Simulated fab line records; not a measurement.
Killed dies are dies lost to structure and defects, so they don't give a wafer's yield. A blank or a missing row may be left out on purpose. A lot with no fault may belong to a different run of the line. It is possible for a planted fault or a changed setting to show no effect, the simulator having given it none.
Struck lot and sound lot, side by side ; flow berkeley_cmos170 ; 43 out of 331 route steps
Sound: the wafers L421.2, L421.4, L421.6. Wafers L436.3, L436.4, L436.5 were the ones struck. The cause comes at the end.
Each step with rows lists, per side, the tool, then ch with its chambers, then its first start. Under that, the readings that differ: sound wafers ; struck wafers ; difference of the means ; sigmas: that difference in standard deviations of wafers without a fault.
alike: readings with means less than 2 such deviations apart, plus words and numbers identical on both sides. not compared: withheld readings, readings lacking a value on some wafer, bounds such as >300 that could conceal the same value, and numbers that have no deviation in the record and whose values overlap.
Wherever a step has rows on one side only, a row that says differs or no value, or a row with sigmas, the two part there. Numbers that don't overlap but have no deviation are shown without sigmas and don't part them. Lack of a reading on every wafer of one side parts them only where that side has two or more wafers.

UCB170_GATE_ETCH_15: etches poly-Si in HBr/Cl2, stops on SiO2, time 56.3 s, target depth 278.2 nm.
  sound on rie_si-02 ch 1,2, day 7 19:29; struck on rie_si-02 ch 1,3, day 10 14:43
  alike: drypump_motor_current_A, oes_product_au, throttle_valve_pct
  not compared: rf_hours_counter_h
UCB170_GATE_STRIP_16: strips in O2.
  sound on plasma_asher-04 ch 0,1, day 7 19:32; struck on plasma_asher-02 ch 0,1, day 10 14:49
reading;sound;struck;difference;sigmas
drypump_motor_current_A (A);4.6 5.2 4.6;5.8 6.3 6.2;+1.3;+2
  alike: o2_flow_sccm, oes_product_au
  not compared: rf_hours_counter_h
UCB170_GATE_CD_MEAS_90: target cd 350 nm.
  sound on cd_sem-01 at day 7 19:46; struck on cd_sem-01 at day 10 14:58
  alike: cd_nm
then, 7 steps without rows for these wafers: UCB170_GATE_CLEAN_17 (cleans in SPM, time 600 s); UCB170_PLDD_HMDS_00 (prime time 60 s); UCB170_PLDD_COAT_01 (resist thk 900 nm); UCB170_PLDD_SOFTBAKE_02 (time 60 s); UCB170_PLDD_EXPOSE_03 (exposes mask PSELECT, target cd 1200 nm); UCB170_PLDD_PEB_04; UCB170_PLDD_DEVELOP_05 (develop time 45 s).
UCB170_PLDD_CD_MEAS_06: target cd 1200 nm.
  sound on cd_sem-02 at day 7 21:06; struck on cd_sem-02 at day 10 16:25
  alike: cd_nm
UCB170_PLDD_OVL_MEAS_07:
  sound on overlay-02 at day 7 21:13; struck on overlay-02 at day 10 16:31
  alike: PLDD_OVL
UCB170_PLDD_IMPLANT_08:
  sound on implanter-04 ch 0, day 7 21:16; struck on implanter-02 ch 0, day 10 16:35
reading;sound;struck;difference;sigmas
dose_ions_cm2;5e+13 5.001e+13 4.996e+13;2.065e+13 2.069e+13 2.068e+13;-2.932e+13;-99 or more
faraday_current_uA;158 157 160;64 65 66;-93;-17
next, for these wafers, 1 step has no rows: UCB170_PLDD_IMPLANT_09.
UCB170_PLDD_STRIP_10: strips in O2.
  sound on plasma_asher-01 ch 0,1, day 7 21:32; struck on plasma_asher-03 ch 0,1, day 10 16:52
  alike: drypump_motor_current_A, o2_flow_sccm, oes_product_au, strip_time_to_endpoint_s
  not compared: rf_hours_counter_h
UCB170_PLDD_TW_MEAS_11:
  sound on film_metro-02 at day 7 21:39; struck on film_metro-01 at day 10 17:16
reading;sound;struck;difference;sigmas
PLDD_TW;994 990 996;899 890 893;-99;-10
  not compared: hold
then, 6 steps without rows for these wafers: UCB170_NLDD_HMDS_00 (prime time 60 s); UCB170_NLDD_COAT_01 (resist thk 900 nm); UCB170_NLDD_SOFTBAKE_02 (time 60 s); UCB170_NLDD_EXPOSE_03 (exposes mask NSELECT, target cd 1200 nm); UCB170_NLDD_PEB_04; UCB170_NLDD_DEVELOP_05 (develop time 45 s).
UCB170_NLDD_CD_MEAS_06: target cd 1200 nm.
  sound on cd_sem-01 at day 7 23:38; struck on cd_sem-01 at day 10 22:24
  alike: cd_nm
UCB170_NLDD_OVL_MEAS_07:
  sound on overlay-02 at day 7 23:45; struck on overlay-01 at day 10 22:30
  alike: NLDD_OVL
then, 2 steps without rows for these wafers: UCB170_NLDD_IMPLANT_08; UCB170_NLDD_IMPLANT_09.
UCB170_NLDD_STRIP_10: strips in O2.
  sound on plasma_asher-02 ch 0,1, day 8 00:05; struck on plasma_asher-03 ch 0,1, day 10 22:51
  alike: drypump_motor_current_A, o2_flow_sccm, oes_product_au, strip_time_to_endpoint_s
  not compared: rf_hours_counter_h
UCB170_NLDD_TW_MEAS_11:
  sound on film_metro-03 at day 8 00:11; struck on film_metro-03 at day 10 22:56
  alike: NLDD_TW
then, 1 step without rows for these wafers: UCB170_NLDD_CLEAN_12 (cleans in SPM, time 600 s).
UCB170_SPACER_CVD_00: deposits SiO2 from TEOS/O2, target thk 376 nm, time 47 s.
  sound on pecvd-02 ch 0,1,2, day 8 03:41; struck on pecvd-03 ch 0,1,2, day 10 23:09
  alike: heater_power_w
UCB170_SPACER_THK_MEAS_01:
  sound on film_metro-01 at day 8 03:44; struck on film_metro-01 at day 10 23:13
  alike: SPACER_TEOS_THK
then, 8 steps without rows for these wafers: UCB170_SPACER_ANNEAL_02 (time 1800 s); UCB170_SPACER_ETCHBACK_03 (etches SiO2 in CHF3/CF4/Ar, stops on Si, target depth 376 nm, time 100 s); UCB170_PSD_HMDS_00 (prime time 60 s); UCB170_PSD_COAT_01 (resist thk 900 nm); UCB170_PSD_SOFTBAKE_02 (time 60 s); UCB170_PSD_EXPOSE_03 (exposes mask PSELECT MOD, target cd 1200 nm); UCB170_PSD_PEB_04; UCB170_PSD_DEVELOP_05 (develop time 45 s).
UCB170_PSD_CD_MEAS_06: target cd 1200 nm.
  sound on cd_sem-01 at day 8 08:02; struck on cd_sem-01 at day 11 04:11
  alike: cd_nm
UCB170_PSD_OVL_MEAS_07:
  sound on overlay-02 at day 8 08:09; struck on overlay-02 at day 11 04:17
  alike: PSD_OVL
UCB170_SDANNEAL_RS_MEAS_04: measures by four-point-probe.
  sound on film_metro-03 at day 8 11:59; struck on film_metro-02 at day 11 11:07
reading;sound;struck;difference;sigmas
PLDD_RS (ohm/sq);1027.9 1028.4 1029.9;1352.7 1353.7 1354.3;+324.8;+99 or more
  not compared: hold
next, for these wafers, 1 step has no rows: UCB170_M3_PROBE_99.

## WHERE THEY PART
First at UCB170_GATE_STRIP_16; last, within this record, at UCB170_SDANNEAL_RS_MEAS_04.

WHY: what the simulator had put in
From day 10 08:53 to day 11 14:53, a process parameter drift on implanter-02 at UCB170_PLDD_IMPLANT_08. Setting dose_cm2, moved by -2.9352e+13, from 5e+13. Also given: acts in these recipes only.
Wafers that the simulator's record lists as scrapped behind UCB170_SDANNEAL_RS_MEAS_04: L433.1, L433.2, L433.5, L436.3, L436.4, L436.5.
